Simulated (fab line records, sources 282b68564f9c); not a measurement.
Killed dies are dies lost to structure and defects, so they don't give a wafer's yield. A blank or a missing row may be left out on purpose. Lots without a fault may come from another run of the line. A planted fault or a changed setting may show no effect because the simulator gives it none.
fab line records | flow rit_cmos
record lots=13 wafers=39 last_day=7
route steps=202 shown GATE@93 REOX@102 M1@184
lots that met no fault: from a run of the same line without faults
start_h: hours from the record's first day to the start of the lot's first wafer shown | wait_h: hours since the lot's step before | " the same as in the row above | L1.1+2: a row that stands for several wafers | - no value, or no start given | * or withheld: withheld | < > ~ a bound
route shown NAME@n: a module of which the file shows steps, and the number in the route of the first | usual: mean/standard deviation of fault-free wafers | same: alike in all rows | chamber/n: place in a boat | sites: the reading at each site | _std_site: their standard deviation | _edge_site: outer sites' mean less inner sites' | radius_mm: how far each site lies from the wafer's centre | mask NAME#n: copy n | behind: the tool/chamber that last shaped the wafer | hold: why the lot was held/for how many hours/how that ended | device: the transistor (n, p or np) that didn't switch | end of line: the same wafers' tests at the end of the route | a step without rows: its recipe alone | killed: dies lost to structure and defects at the first sort, not the wafer's yield | map: a wafer's dies, x killed, . not, _ none there
set.NAME: the setting as run; set.NAME@STEP: as run at that earlier step | model.NAME: the simulator's own value behind a step, which no gauge read
steps of the route over a sample of lots; a table a step, a row a wafer
services: from which hour (start_h, from the record's first day; less than 0 if before it) a tool's chamber was out of use, for how many hours, and why
## steps
# step RIT_GATE_OVL_MEAS_17
# usual GATE_OVL=0.6/1.5
# columns lot.wafer tool chamber start_h wait_h GATE_OVL[nm]
L560.2 overlay-02 - 57.93 0.1 -0.1
L560.4 " - " " -0.3
L560.6 " - " " 0.1
L562.1 overlay-02 - 64.68 0.1 -2.8
L562.2 " - " " -2.0
L562.3 " - " " 0.5
L563.1 overlay-01 - 66.47 0.1 4.0
L563.3 " - " " 3.7
L563.6 " - " " 3.9
L564.3 overlay-02 - 75.37 0.1 0.4
L564.4 " - " " -0.7
L564.5 " - " " 0.1
L565.2 overlay-02 - 78.23 0.1 -0.6
L565.4 " - " " 0.8
L565.5 " - " " -0.5
L567.1 overlay-02 - 80.64 0.1 0.2
L567.2 " - " " 0.5
L567.4 " - " " 2.8
L566.3 overlay-02 - 82.20 0.1 -1.3
L566.4 " - " " -1.0
L566.6 " - " " -1.5
L570.2 overlay-01 - 95.99 0.1 2.1
L570.3 " - " " 1.3
L570.6 " - " " 1.8
L575.2 overlay-01 - 118.65 0.1 0.8
L575.3 " - " " 0.7
L575.6 " - " " 1.0
L577.3 overlay-01 - 128.10 0.1 -0.9
L577.4 " - " " 1.1
L577.6 " - " " 0.0
L578.1 overlay-01 - 132.62 0.1 -1.6
L578.2 " - " " -0.6
L578.5 " - " " -0.6
L580.4 overlay-02 - 146.93 0.1 0.1
L580.5 " - " " 1.1
L580.6 " - " " -0.2
L582.1 overlay-01 - 156.13 0.1 -1.0
L582.5 " - " " 2.7
L582.6 " - " " -0.9
# step RIT_REOX_THK_MEAS_04
# recipe reads=SiO2_of_REOX_OXIDATION_03
# usual REOX_OXIDE_THK=25.0/0.47
# columns lot.wafer tool chamber start_h wait_h REOX_OXIDE_THK[nm]
L560.2 film_metro-01 - 62.34 0.0 24.7
L560.4 " - " " 24.6
L560.6 " - " " 24.7
L562.1 film_metro-02 - 68.29 0.0 25.0
L562.2 " - " " 24.5
L562.3 " - " " 24.6
L563.1 film_metro-02 - 70.92 0.0 25.1
L563.3 " - " " 25.3
L563.6 " - " " 25.3
L564.3 film_metro-01 - 79.14 0.0 25.2
L564.4 " - " " 25.1
L564.5 " - " " 25.5
L565.2 film_metro-02 - 82.04 0.0 25.2
L565.4 " - " " 25.1
L565.5 " - " " 24.8
L567.1 film_metro-03 - 84.58 0.0 24.5
L567.2 " - " " 24.4
L567.4 " - " " 24.9
L566.3 film_metro-02 - 86.30 0.0 24.8
L566.4 " - " " 24.7
L566.6 " - " " 24.9
L570.2 film_metro-03 - 100.77 0.0 24.4
L570.3 " - " " 24.8
L570.6 " - " " 24.8
L575.2 film_metro-01 - 122.16 0.0 25.8
L575.3 " - " " 25.6
L575.6 " - " " 25.3
L577.3 film_metro-02 - 132.10 0.0 24.9
L577.4 " - " " 24.6
L577.6 " - " " 24.7
L578.1 film_metro-03 - 136.18 0.0 24.5
L578.2 " - " " 24.5
L578.5 " - " " 24.6
L580.4 film_metro-02 - 150.67 0.0 25.8
L580.5 " - " " 25.8
L580.6 " - " " 25.4
L582.1 film_metro-01 - 159.67 0.0 25.3
L582.5 " - " " 25.3
L582.6 " - " " 25.8
# step RIT_M1_SPUTTER_00
# recipe material=Al target_thk_nm=400 power_w=2000 chamber_pressure_pa=0.4 gas=Ar time_s=500 substrate_temp_c=25
# usual cathode_dc_power_W=2000.0/0.36 chamber_pressure_pa=0.3999/0.00077 throttle_valve_pct=30.0/0.82
# same time_s=500
# columns lot.wafer tool chamber start_h wait_h cathode_dc_power_W chamber_pressure_pa throttle_valve_pct
L560.2 pvd_sputter-03 - 76.29 0.0 2000.3 0.3984 30.6
L560.4 " - " " 1999.9 0.3994 30.2
L560.6 " - " " 1999.3 0.3998 29.9
L562.1 pvd_sputter-02 - 82.56 0.0 2000.5 0.4013 29.1
L562.2 " - " " 2000.3 0.4010 30.5
L562.3 " - " " 2000.5 0.3988 30.0
L563.1 pvd_sputter-03 - 85.07 0.0 2000.2 0.3992 30.4
L563.3 " - " " 1999.8 0.4018 30.7
L563.6 " - " " 2000.0 0.4001 30.2
L564.3 pvd_sputter-03 - 92.39 0.0 2000.1 0.4006 29.8
L564.4 " - " " 1999.7 0.4003 30.7
L564.5 " - " " 2000.2 0.4004 29.9
L565.2 pvd_sputter-01 - 94.55 0.0 1999.5 0.3996 28.7
L565.4 " - " " 1999.2 0.3990 30.0
L565.5 " - " " 2000.3 0.3998 32.3
L567.1 pvd_sputter-02 - 98.32 0.0 1999.9 0.3983 28.9
L567.2 " - " " 2000.2 0.4007 30.5
L567.4 " - " " 1999.9 0.3997 30.3
L566.3 pvd_sputter-01 - 99.36 0.0 2000.7 0.4002 28.5
L566.4 " - " " 2000.5 0.3988 32.2
L566.6 " - " " 2000.3 0.3998 30.3
L570.2 pvd_sputter-02 - 114.62 0.0 2000.1 0.3995 30.5
L570.3 " - " " 1999.5 0.4007 30.0
L570.6 " - " " 2000.0 0.4004 28.8
L575.2 pvd_sputter-02 - 134.64 0.0 2000.1 0.5088 25.8
L575.3 " - " " 1999.4 0.4009 30.6
L575.6 " - " " 2000.1 0.3995 30.9
L577.3 pvd_sputter-02 - 144.64 0.0 2000.2 0.3982 30.7
L577.4 " - " " 2000.4 0.5083 25.8
L577.6 " - " " 1999.9 0.3999 30.5
L578.1 pvd_sputter-03 - 148.45 0.0 1999.7 0.4001 29.9
L578.2 " - " " 2000.2 0.4007 30.2
L578.5 " - " " 1999.8 0.4003 28.9
L580.4 pvd_sputter-03 - 163.27 0.0 1999.9 0.4004 30.3
L580.5 " - " " 2000.0 0.3997 30.2
L580.6 " - " " 2000.5 0.4005 28.3
L582.1 pvd_sputter-03 - 172.06 0.0 1999.6 0.4001 30.6
L582.5 " - " " 1999.3 0.4006 29.9
L582.6 " - " " 2000.2 0.4000 30.4
# step RIT_M1_RS_MEAS_01
# recipe thk_meas_gauge=four-point-probe reads=Al_of_M1_SPUTTER_00
# usual M1_AL_RS=0.0736/0.00073
# columns lot.wafer tool chamber start_h wait_h M1_AL_RS[ohm/sq]
L560.2 film_metro-03 - 76.61 0.2 0.0740
L560.4 " - " " 0.0743
L560.6 " - " " 0.0744
L562.1 film_metro-04 - 82.86 0.1 0.0737
L562.2 " - " " 0.0727
L562.3 " - " " 0.0720
L563.1 film_metro-01 - 85.36 0.1 0.0732
L563.3 " - " " 0.0735
L563.6 " - " " 0.0731
L564.3 film_metro-04 - 92.72 0.2 0.0736
L564.4 " - " " 0.0738
L564.5 " - " " 0.0736
L565.2 film_metro-01 - 94.87 0.2 0.0738
L565.4 " - " " 0.0741
L565.5 " - " " 0.0743
L567.1 film_metro-04 - 98.62 0.1 0.0740
L567.2 " - " " 0.0738
L567.4 " - " " 0.0731
L566.3 film_metro-04 - 99.69 0.2 0.0735
L566.4 " - " " 0.0740
L566.6 " - " " 0.0732
L570.2 film_metro-01 - 114.93 0.2 0.0726
L570.3 " - " " 0.0727
L570.6 " - " " 0.0739
L575.2 film_metro-01 - 134.96 0.2 0.0786
L575.3 " - " " 0.0722
L575.6 " - " " 0.0726
L577.3 film_metro-01 - 144.98 0.2 0.0738
L577.4 " - " " 0.0798
L577.6 " - " " 0.0740
L578.1 film_metro-04 - 148.74 0.1 0.0758
L578.2 " - " " 0.0748
L578.5 " - " " 0.0754
L580.4 film_metro-03 - 163.63 0.2 0.0733
L580.5 " - " " 0.0736
L580.6 " - " " 0.0730
L582.1 film_metro-01 - 172.35 0.1 0.0742
L582.5 " - " " 0.0738
L582.6 " - " " 0.0739
# step RIT_M1_THK_MEAS_02
# recipe thk_meas_gauge=xrf reads=Al_of_M1_SPUTTER_00
# usual M1_AL_THK=401/4.3
# columns lot.wafer tool chamber start_h wait_h M1_AL_THK[nm]
L560.2 film_metro-03 - 76.72 0.1 399
L560.4 " - " " 398
L560.6 " - " " 399
L562.1 film_metro-04 - 82.98 0.1 400
L562.2 " - " " 406
L562.3 " - " " 408
L563.1 film_metro-01 - 85.48 0.1 401
L563.3 " - " " 400
L563.6 " - " " 401
L564.3 film_metro-04 - 92.82 0.1 399
L564.4 " - " " 401
L564.5 " - " " 401
L565.2 film_metro-01 - 94.98 0.1 398
L565.4 " - " " 397
L565.5 " - " " 398
L567.1 film_metro-04 - 98.74 0.1 400
L567.2 " - " " 398
L567.4 " - " " 405
L566.3 film_metro-04 - 99.79 0.1 401
L566.4 " - " " 400
L566.6 " - " " 402
L570.2 film_metro-01 - 115.04 0.1 405
L570.3 " - " " 405
L570.6 " - " " 402
L575.2 film_metro-01 - 135.07 0.1 377
L575.3 " - " " 406
L575.6 " - " " 405
L577.3 film_metro-01 - 145.08 0.1 400
L577.4 " - " " 373
L577.6 " - " " 398
L578.1 film_metro-04 - 148.86 0.1 390
L578.2 " - " " 396
L578.5 " - " " 391
L580.4 film_metro-03 - 163.72 0.1 407
L580.5 " - " " 404
L580.6 " - " " 405
L582.1 film_metro-01 - 172.47 0.1 396
L582.5 " - " " 396
L582.6 " - " " 397
# step RIT_M1_OVL_MEAS_10
# usual M1_OVL=-0.5/1.3
# columns lot.wafer tool chamber start_h wait_h M1_OVL[nm]
L560.2 overlay-01 - 77.90 0.1 -0.1
L560.4 " - " " -1.7
L560.6 " - " " -1.2
L562.1 overlay-02 - 84.04 0.1 -2.7
L562.2 " - " " -1.7
L562.3 " - " " 0.0
L563.1 overlay-02 - 86.54 0.1 2.4
L563.3 " - " " 1.7
L563.6 " - " " 0.9
L564.3 overlay-02 - 94.22 0.1 -2.5
L564.4 " - " " -1.6
L564.5 " - " " -2.0
L565.2 overlay-02 - 96.03 0.1 -0.9
L565.4 " - " " 0.8
L565.5 " - " " 0.0
L567.1 overlay-01 - 99.92 0.1 -0.2
L567.2 " - " " -1.8
L567.4 " - " " -2.7
L566.3 overlay-02 - 100.85 0.1 0.8
L566.4 " - " " -0.4
L566.6 " - " " 1.5
L570.2 overlay-02 - 116.10 0.1 -1.0
L570.3 " - " " -0.3
L570.6 " - " " 0.0
L575.2 overlay-02 - 136.25 0.1 -1.2
L575.3 " - " " -1.1
L575.6 " - " " 0.1
L577.3 overlay-02 - 146.13 0.1 -1.2
L577.4 " - " " -2.3
L577.6 " - " " -0.9
L578.1 overlay-01 - 150.05 0.1 -2.0
L578.2 " - " " 0.6
L578.5 " - " " -0.4
L580.4 overlay-02 - 164.77 0.1 0.4
L580.5 " - " " -0.3
L580.6 " - " " -0.9
L582.1 overlay-01 - 173.53 0.1 -2.0
L582.5 " - " " -2.5
L582.6 " - " " -2.2
# step RIT_M1_METAL_ETCH_12
# recipe stop_on=SiO2 chemistry=Cl2/BCl3 target=Al time_s=165 over_etch_frac=0.5 pressure_mtorr=100 target_depth_a=6000 rf_w=250 Cl2_flow_sccm=60 bcl3_flow_sccm=50
# usual drypump_motor_current_A=5.6/0.49 oes_product_au=0.768/0.012 throttle_valve_pct=8.22/0.12
# same time_s=165
# columns lot.wafer tool chamber start_h wait_h drypump_motor_current_A oes_product_au rf_hours_counter_h throttle_valve_pct
L560.2 rie_metal-02 0 78.18 0.2 5.6 0.768 34 8.23
L560.4 " 1 " " 6.4 0.775 - 8.44
L560.6 " 0 " " 5.6 0.764 - 8.21
L562.1 rie_metal-04 1 84.32 0.2 5.5 0.783 2 8.15
L562.2 " 0 " " 5.1 0.762 3 8.12
L562.3 " 0 " " 5.1 0.770 - 8.12
L563.1 rie_metal-02 0 86.90 0.2 5.6 0.763 34 8.22
L563.3 " 1 " " 6.4 0.775 - 8.44
L563.6 " 0 " " 5.6 0.768 - 8.23
L564.3 rie_metal-01 0 94.67 0.2 4.9 0.756 - 8.10
L564.4 " 1 " " 6.1 0.761 - 8.33
L564.5 " 1 " " 6.1 0.764 - 8.31
L565.2 rie_metal-04 1 96.31 0.2 5.6 0.778 2 8.15
L565.4 " 0 " " 5.1 0.763 - 8.13
L565.5 " 0 " " 5.1 0.768 - 8.14
L567.1 rie_metal-02 0 100.21 0.2 5.6 0.760 34 8.24
L567.2 " 1 " " 6.4 0.769 36 8.46
L567.4 " 1 " " 6.4 0.778 - 8.44
L566.3 rie_metal-01 0 101.17 0.2 4.9 0.756 - 8.07
L566.4 " 1 " " 6.0 0.755 - 8.32
L566.6 " 0 " " 4.9 0.755 - 8.07
L570.2 rie_metal-01 0 116.38 0.2 5.0 0.757 5 8.09
L570.3 " 1 " " 6.1 0.753 - 8.34
L570.6 " 0 " " 4.9 0.760 - 8.07
L575.2 rie_metal-01 1 136.53 0.2 6.1 0.739 5 8.32
L575.3 " 0 " " 4.9 0.764 - 8.08
L575.6 " 1 " " 6.1 0.773 - 8.34
L577.3 rie_metal-01 1 146.46 0.2 6.1 0.757 - 8.32
L577.4 " 0 " " 4.9 0.725 - 8.09
L577.6 " 1 " " 6.1 0.756 - 8.33
L578.1 rie_metal-04 1 150.33 0.2 5.6 0.771 3 8.16
L578.2 " 0 " " 5.1 0.764 4 8.14
L578.5 " 1 " " 5.6 0.763 - 8.16
L580.4 rie_metal-01 1 165.09 0.1 6.1 0.761 - 8.34
L580.5 " 0 " " 4.9 0.748 - 8.09
L580.6 " 1 " " 6.1 0.761 - 8.34
L582.1 rie_metal-02 1 173.82 0.2 6.4 0.805 0 8.45
L582.5 " 1 " " 6.4 0.795 - 8.44
L582.6 " 0 " " 5.7 0.765 - 8.22
# step RIT_M1_PROBE_99
# usual defect_limited_yield=97.3/1.2 killed_at_M0_to_M3=0.0/0.083 killed_at_contacts=0.1/0.38 killed_at_front_end=7/3.2 killed_dies=7/3.2 killed_open=3.6/2.1 killed_short=3.5/2 sort_bin_3_pad_short=0.1/0.19 sort_bin_5_function=1.6/0.87 sort_bin_6_memory=1.0/0.65 sort_n_pass=257/3.2 sort_yield_pct=97.3/1.2
# same gross_dies=264 killed_at_M4_up=0 killed_at_back_side=0 killed_at_other=0
# columns lot.wafer tool chamber start_h wait_h defect_limited_yield[%] killed_at_M0_to_M3 killed_at_contacts killed_at_front_end killed_dies killed_open killed_short sort_bin_3_pad_short[%] sort_bin_5_function[%] sort_bin_6_memory[%] sort_n_pass sort_yield_pct[%]
L560.2 prober-01 - 80.79 0.1 96.6 0 0 9 9 5 4 0 2.7 0.8 255 96.6
L560.4 prober-01 - 80.89 0.2 97.0 0 0 8 8 4 4 0 2.3 0.8 256 97.0
L560.6 prober-01 - 80.99 0.2 96.6 0 0 9 9 7 2 0.4 1.9 1.1 255 96.6
L562.1 prober-02 - 86.58 0.1 99.2 0 0 2 2 0 2 0 0.8 0 262 99.2
L562.2 prober-02 - 86.63 0.1 96.6 0 0 9 9 4 5 0.4 2.7 0.4 255 96.6
L562.3 prober-02 - 86.68 0.2 98.1 0 0 5 5 4 1 0 1.1 0.8 259 98.1
L563.1 prober-01 - 89.23 0.1 97.3 0 0 7 7 3 4 0 1.9 0.8 257 97.3
L563.3 prober-01 - 89.33 0.2 97.7 0 0 6 6 3 3 0.4 1.5 0.4 258 97.7
L563.6 prober-01 - 89.48 0.2 96.2 0 0 10 10 3 7 0.4 2.3 1.1 254 96.2
L564.3 prober-02 - 97.14 0.2 95.1 0 0 13 13 8 5 0.8 1.9 2.3 251 95.1
L564.4 prober-02 - 97.19 0.2 97.0 0 0 8 8 4 4 0 2.3 0.8 256 97.0
L564.5 prober-02 - 97.24 0.2 98.9 0 0 3 3 0 3 0 0.8 0.4 261 98.9
L565.2 prober-01 - 98.62 0.1 97.7 0 0 6 6 3 3 0.4 1.1 0.8 258 97.7
L565.4 prober-01 - 98.72 0.2 96.2 0 0 10 10 3 7 0 2.3 1.5 254 96.2
L565.5 prober-01 - 98.77 0.2 97.7 0 0 6 6 2 4 0 1.9 0.4 258 97.7
L567.1 prober-02 - 102.46 0.1 97.0 0 0 8 8 2 6 0 1.9 1.1 256 97.0
L567.2 prober-02 - 102.51 0.1 97.7 0 0 6 6 2 4 0 1.9 0.4 258 97.7
L567.4 prober-02 - 102.61 0.2 98.1 0 0 5 5 3 2 0 1.5 0.4 259 98.1
L566.3 prober-01 - 103.93 0.2 97.3 0 0 7 7 2 5 0 1.9 0.8 257 97.3
L566.4 prober-01 - 103.98 0.2 98.5 0 0 4 4 1 2 0 0.8 0.8 260 98.5
L566.6 prober-01 - 104.08 0.2 97.7 0 0 6 6 5 1 0 1.5 0.8 258 97.7
L570.2 prober-02 - 118.68 0.1 97.0 0 0 8 8 4 4 0 2.3 0.8 256 97.0
L570.3 prober-02 - 118.73 0.2 94.7 0 0 14 14 7 7 0 3.4 1.9 250 94.7
L570.6 prober-02 - 118.88 0.2 96.2 0 0 10 10 1 8 0 2.3 1.5 254 96.2
L575.2 prober-01 - 139.81 0.1 96.6 0 0 9 9 5 4 0 2.3 1.1 255 96.6
L575.3 prober-01 - 139.86 0.2 96.6 0 0 9 9 3 6 0 1.1 2.3 255 96.6
L575.6 prober-01 - 140.01 0.2 98.5 0 0 4 4 4 0 0 1.1 0.4 260 98.5
L577.3 prober-01 - 149.37 0.2 96.6 0 0 9 9 6 3 0.4 1.9 1.1 255 96.6
L577.4 prober-01 - 149.42 0.2 96.2 0 0 10 10 6 4 0.4 1.9 1.5 254 96.2
L577.6 prober-01 - 149.52 0.2 97.3 0 0 7 7 3 4 0 1.5 1.1 257 97.3
L578.1 prober-02 - 152.58 0.1 95.8 0 0 11 11 3 8 0 2.7 1.5 253 95.8
L578.2 prober-02 - 152.63 0.1 97.3 0 0 7 7 1 6 0.8 1.5 0.4 257 97.3
L578.5 prober-02 - 152.78 0.2 94.7 0 0 14 14 6 8 0 3.8 1.5 250 94.7
L580.4 prober-02 - 168.70 0.2 98.9 0 0 3 3 2 1 0 0.4 0.8 261 98.9
L580.5 prober-02 - 168.75 0.2 95.8 1 0 10 11 4 4 0.4 1.1 2.7 253 95.8
L580.6 prober-02 - 168.80 0.2 98.5 0 1 3 4 2 2 0 0 1.5 260 98.5
L582.1 prober-02 - 176.31 0.1 98.5 0 0 4 4 0 4 0.4 1.1 0 260 98.5
L582.5 prober-02 - 176.51 0.2 98.1 0 0 5 5 3 2 0 1.1 0.8 259 98.1
L582.6 prober-02 - 176.56 0.2 99.6 0 0 1 1 0 1 0 0 0.4 263 99.6
# killed by level:class
L560.2 GATE:geometric_particle:open=3 GATE:geometric_particle:short=2 FOX1:geometric_particle:short=1 FOX2:geometric_particle:open=1 REOX:geometric_particle:short=1 SPACER:geometric_particle:open=1
L560.4 GATE:geometric_particle:short=3 GATE:geometric_particle:open=3 REOX:geometric_particle:short=1 REOX:geometric_particle:open=1
L560.6 GATE:geometric_particle:open=5 SPACER:geometric_particle:open=2 GATE:geometric_particle:short=1 SPACER:geometric_particle:short=1
L562.1 SPACER:geometric_particle:short=1 SILICIDE:geometric_particle:short=1
L562.2 GATE:geometric_particle:open=3 REOX:geometric_particle:short=2 FOX1:geometric_particle:short=1 GATE:geometric_particle:short=1 SILICIDE:geometric_particle:open=1 SILICIDE:geometric_particle:short=1
L562.3 GATE:geometric_particle:open=2 GATE:geometric_particle:short=1 SPACER:geometric_particle:open=1 SILICIDE:geometric_particle:open=1
L563.1 REOX:geometric_particle:short=2 GATE:geometric_particle:short=1 GATE:geometric_particle:open=1 REOX:geometric_particle:open=1 SPACER:geometric_particle:short=1 SILICIDE:geometric_particle:open=1
L563.3 FOX1:geometric_particle:short=1 FOX2:geometric_particle:open=1 GATE:geometric_particle:open=1 GATE:geometric_particle:short=1 REOX:geometric_particle:short=1 SPACER:geometric_particle:open=1
L563.6 GATE:geometric_particle:short=5 FOX1:geometric_particle:open=1 FOX1:geometric_particle:short=1 GATE:geometric_particle:open=1 REOX:geometric_particle:open=1 SILICIDE:geometric_particle:short=1
L564.3 SILICIDE:geometric_particle:open=4 GATE:geometric_particle:open=2 FOX1:geometric_particle:short=1 FOX1:geometric_particle:open=1 FOX2:geometric_particle:short=1 GATE:geometric_particle:short=1 REOX:geometric_particle:short=1 SPACER:geometric_particle:short=1
L564.4 GATE:geometric_particle:short=2 REOX:geometric_particle:short=2 SPACER:geometric_particle:open=2 FOX1:geometric_particle:open=1 GATE:geometric_particle:open=1
L564.5 GATE:geometric_particle:short=3
L565.2 GATE:geometric_particle:open=2 FOX1:geometric_particle:short=1 GATE:geometric_particle:short=1 REOX:geometric_particle:short=1 REOX:geometric_particle:open=1
L565.4 GATE:geometric_particle:short=7 FOX2:geometric_particle:open=2 FOX1:geometric_particle:open=1
L565.5 FOX1:geometric_particle:short=1 FOX2:geometric_particle:short=1 GATE:geometric_particle:short=1 GATE:geometric_particle:open=1 SPACER:geometric_particle:open=1 SPACER:geometric_particle:short=1
L567.1 FOX1:geometric_particle:short=2 GATE:geometric_particle:short=2 SILICIDE:geometric_particle:open=2 REOX:geometric_particle:short=1 SILICIDE:geometric_particle:short=1
L567.2 REOX:geometric_particle:short=2 FOX2:geometric_particle:open=1 SPACER:geometric_particle:short=1 SILICIDE:geometric_particle:open=1 SILICIDE:geometric_particle:short=1
L567.4 FOX1:geometric_particle:short=1 REOX:geometric_particle:short=1 REOX:geometric_particle:open=1 SPACER:geometric_particle:open=1 SILICIDE:geometric_particle:open=1
L566.3 GATE:geometric_particle:short=3 SILICIDE:geometric_particle:short=2 GATE:geometric_particle:open=1 SILICIDE:geometric_particle:open=1
L566.4 FOX1:geometric_particle:short=1 SPACER:geometric_particle:open=1 SILICIDE:geometric_particle:short=1 NLDD:coat_microbubble_printed=1
L566.6 SPACER:geometric_particle:open=4 GATE:geometric_particle:open=1 SPACER:geometric_particle:short=1
L570.2 GATE:geometric_particle:short=2 FOX2:geometric_particle:open=1 GATE:geometric_particle:open=1 REOX:geometric_particle:short=1 SPACER:geometric_particle:open=1 SPACER:geometric_particle:short=1 SILICIDE:geometric_particle:open=1
L570.3 SPACER:geometric_particle:short=3 GATE:geometric_particle:short=2 REOX:geometric_particle:short=2 REOX:geometric_particle:open=2 SPACER:geometric_particle:open=2 FOX1:geometric_particle:open=1 GATE:geometric_particle:open=1 SILICIDE:geometric_particle:open=1
L570.6 GATE:geometric_particle:short=5 REOX:geometric_particle:short=2 SPACER:geometric_particle:short=1 SPACER:geometric_particle:open=1 NRETRO:coat_microbubble_printed=1
L575.2 GATE:geometric_particle:short=3 GATE:geometric_particle:open=2 FOX1:geometric_particle:open=1 REOX:geometric_particle:short=1 SPACER:geometric_particle:open=1 SILICIDE:geometric_particle:open=1
L575.3 FOX1:geometric_particle:short=2 GATE:geometric_particle:short=2 GATE:geometric_particle:open=1 REOX:geometric_particle:open=1 REOX:geometric_particle:short=1 SPACER:geometric_particle:short=1 SILICIDE:geometric_particle:open=1
L575.6 REOX:geometric_particle:open=2 SPACER:geometric_particle:open=2
L577.3 GATE:geometric_particle:open=2 REOX:geometric_particle:open=2 FOX1:geometric_particle:open=1 FOX2:geometric_particle:short=1 REOX:geometric_particle:short=1 SPACER:geometric_particle:short=1 SILICIDE:geometric_particle:open=1
L577.4 FOX2:geometric_particle:open=3 REOX:geometric_particle:short=3 FOX1:geometric_particle:short=1 GATE:geometric_particle:open=1 REOX:geometric_particle:open=1 SPACER:geometric_particle:open=1
L577.6 FOX1:geometric_particle:short=2 FOX1:geometric_particle:open=1 GATE:geometric_particle:open=1 REOX:geometric_particle:open=1 REOX:geometric_particle:short=1 SPACER:geometric_particle:short=1
L578.1 FOX1:geometric_particle:short=3 FOX2:geometric_particle:short=2 FOX1:geometric_particle:open=1 FOX2:geometric_particle:open=1 GATE:geometric_particle:short=1 GATE:geometric_particle:open=1 SPACER:geometric_particle:short=1 SILICIDE:geometric_particle:short=1
L578.2 FOX2:geometric_particle:short=2 GATE:geometric_particle:short=2 FOX1:geometric_particle:open=1 FOX1:geometric_particle:short=1 SPACER:geometric_particle:short=1
L578.5 GATE:geometric_particle:short=4 FOX2:geometric_particle:open=2 SILICIDE:geometric_particle:open=2 SILICIDE:geometric_particle:short=2 FOX1:geometric_particle:short=1 FOX1:geometric_particle:open=1 FOX2:geometric_particle:short=1 GATE:geometric_particle:open=1
L580.4 FOX1:geometric_particle:open=1 GATE:geometric_particle:short=1 REOX:geometric_particle:open=1
L580.5 NSD:coat_microbubble_printed=3 REOX:geometric_particle:short=2 SILICIDE:geometric_particle:open=2 FOX2:geometric_particle:short=1 GATE:geometric_particle:short=1 REOX:geometric_particle:open=1 M1:geometric_particle:open=1
L580.6 FOX2:geometric_particle:open=2 SPACER:geometric_particle:short=1 CONTACT:geometric_particle:short=1
L582.1 GATE:geometric_particle:short=1 REOX:geometric_particle:short=1 SPACER:geometric_particle:short=1 SILICIDE:geometric_particle:short=1
L582.5 GATE:geometric_particle:short=2 SPACER:geometric_particle:open=2 REOX:geometric_particle:open=1
L582.6 FOX1:geometric_particle:short=1
## services
# columns tool chamber start_h hours kind
rie_metal-04 1 58.06 6.4 repair
rie_metal-02 1 61.91 12.4 repair
rie_metal-01 1 68.76 2.6 repair
pvd_sputter-01 - 74.48 2.7 repair
rie_metal-01 - 84.68 4.3 pm
rie_metal-01 - 91.54 2.8 pm
pvd_sputter-02 - 91.72 6.4 repair
pvd_sputter-01 - 111.58 6.5 repair
rie_metal-02 - 136.12 20.0 pm
rie_metal-02 0 136.12 20.0 vent_cycle
rie_metal-02 1 136.12 20.0 vent_cycle
pvd_sputter-01 - 137.05 1.7 repair
rie_metal-02 0 156.12 - clean
rie_metal-02 1 156.12 - clean
## key
first_sign step=RIT_M1_SPUTTER_00 reading=chamber_pressure_pa direction=up sigmas=99+ usual=0.3999 struck=0.5085
effect step=RIT_M1_SPUTTER_00 reading=throttle_valve_pct direction=down sigmas=5.2 usual=30.0 struck=25.8
effect step=RIT_M1_RS_MEAS_01 reading=M1_AL_RS direction=up sigmas=7.7 usual=0.0736 struck=0.0792
effect step=RIT_M1_THK_MEAS_02 reading=M1_AL_THK direction=down sigmas=6.1 usual=401 struck=375
effect step=RIT_M1_METAL_ETCH_12 reading=oes_product_au direction=down sigmas=2.9 usual=0.768 struck=0.732
met_at RIT_M1_SPUTTER_00
struck_lots L575,L577
struck_wafers L575.2,L577.4
not_acting_at RIT_GATE_OVL_MEAS_17,RIT_REOX_THK_MEAS_04,RIT_M1_OVL_MEAS_10
onset_between 114.62 134.64
fault kind=process_parameter_drift tool=pvd_sputter-02 chamber=- onset_h=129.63 steps=RIT_M1_SPUTTER_00 channel=chamber_pressure_pa offset=0.10787 shape=step end_h=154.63 stated=0.4 scope=struck_wafers_only
